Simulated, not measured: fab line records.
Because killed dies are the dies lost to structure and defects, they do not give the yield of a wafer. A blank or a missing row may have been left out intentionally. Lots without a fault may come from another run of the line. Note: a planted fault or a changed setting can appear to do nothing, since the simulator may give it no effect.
Split-lot trial | flow berkeleyCmos170 | 23 wafers read across 5 lots, on a route 331 steps long

## SPLIT DETAILS
At UCB170_M2_SPUTTER_01 (material Al, target thk 900 nm, time 120 s), the setting powerW was moved away from the recipe's 6000 W on 7 of the 23 wafers read, by -6.7% to +10.3%. The other wafers ran this setting at the recipe's value.

## BETWEEN THE SPLIT AND THE READING: the file shows 1 step in between
- UCB170_M2_RS_MEAS_02: measures by four-point-probe

## THE READING
M2_AL_THK, in nm, at UCB170_M2_THK_MEAS_03 (measures by xrf). Fault-free wafers of this fab line usually give 898 nm, standard deviation 13 nm.

wafer  | tool, chamber at the split | powerW as run, W | against the recipe | M2_AL_THK, nm | against lot-mates on the recipe
L075.1 | pvdSputter-04, -           | 5597             | -6.7%              | 827           | -56
L075.2 | pvdSputter-04, -           | 5597             | -6.7%              | 814           | -70
L075.3 | pvdSputter-04, -           | 5597             | -6.7%              | 822           | -62
L075.4 | pvdSputter-04, -           | 6000             | recipe             | 891           | -
L075.5 | pvdSputter-04, -           | 6000             | recipe             | 876           | -
L077.1 | pvdSputter-01, -           | 6515             | +8.6%              | 958           | +68
L077.2 | pvdSputter-01, -           | 6515             | +8.6%              | 964           | +74
L077.4 | pvdSputter-01, -           | 6000             | recipe             | 893           | -
L077.5 | pvdSputter-01, -           | 6000             | recipe             | 890           | -
L077.6 | pvdSputter-01, -           | 6000             | recipe             | 886           | -
L085.2 | pvdSputter-04, -           | 6619             | +10.3%             | 1009          | +102
L085.3 | pvdSputter-04, -           | 6000             | recipe             | 898           | -
L085.4 | pvdSputter-04, -           | 6000             | recipe             | 915           | -
L085.5 | pvdSputter-04, -           | 6000             | recipe             | 907           | -
L085.6 | pvdSputter-04, -           | 6619             | +10.3%             | 1006          | +99
L084.2 | pvdSputter-03, -           | 6000             | recipe             | 897           | -
L084.3 | pvdSputter-03, -           | 6000             | recipe             | 914           | -
L084.6 | pvdSputter-03, -           | 6000             | recipe             | 894           | -
L083.1 | pvdSputter-01, -           | 6000             | recipe             | 891           | -
L083.2 | pvdSputter-01, -           | 6000             | recipe             | 891           | -
L083.3 | pvdSputter-01, -           | 6000             | recipe             | 899           | -
L083.5 | pvdSputter-01, -           | 6000             | recipe             | 894           | -
L083.6 | pvdSputter-01, -           | 6000             | recipe             | 885           | -

FIT RESULTS
A straight line over all 23 wafers: M2_AL_THK changes by +10 nm for each +1% of powerW; r = +0.97; the points scatter about the line by 11 nm.
The same after taking each lot's own level away (the mean of its wafers on the recipe; 23 wafers): +9.22 nm for each +1%; r = +0.99; scatter 6.6 nm.
That fit puts the effect of the largest move of powerW on the reading at 95 nm.
From 883.5 to 906.7 nm: that is the span of the lots' own levels, equal to 1.8 times the standard deviation above.
So the lot-to-lot level changes the slope little: the two slopes agree.
Check: with one of the wafers moved furthest among these (+10.3%) left out of the fit, the line predicts +92.6 nm for it against its lot-mates. Against them it came out at +102 nm.

## ADDITIONAL SPLITS CARRIED BY THESE WAFERS
Other splits were also applied to these wafers ahead of the reading. Each is held against what the fit with the lots' levels taken away leaves over:
other split on the same wafers     | wafers away from the commonest value | r with M2_AL_THK (lot level and that fit taken away)
UCB170_PSD_PEB_04 pebTempC         | 10                                   | -0.06
UCB170_BACKSIDE_STRIP_03 powerW    | 7                                    | -0.25
UCB170_SILICIDE_SPUTTER_01 timeS   | 7                                    | +0.06
UCB170_CONTACT_COAT_10 resistThkNm | 7                                    | +0.11
UCB170_M1_METAL_ETCH_12 icpW       | 8                                    | -0.20
UCB170_V1_CMP_02 leaveAboveRefNm   | 5                                    | +0.02

## THE WHOLE CHAIN: every reading that the file lists as answering this split, in the file's order
step                  | what it does                               | reading                                                                    | change (the file's fit)               | r (the file's)
UCB170_M2_SPUTTER_01  | material Al, target thk 900 nm, time 120 s | Al_of_M2_SPUTTER_01.thkNm (the simulator's own value, which no gauge read) | +9.36 nm for each +1% of the setting  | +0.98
UCB170_M2_RS_MEAS_02  | measures by four-point-probe               | M2_AL_RS                                                                   | -0.000319 for each +1% of the setting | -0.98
UCB170_M2_THK_MEAS_03 | measures by xrf                            | M2_AL_THK                                                                  | +9.21 for each +1% of the setting     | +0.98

## FILE'S OWN FIT
M2_AL_THK changes by +9.21 nm for each +1% of powerW, r = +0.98.
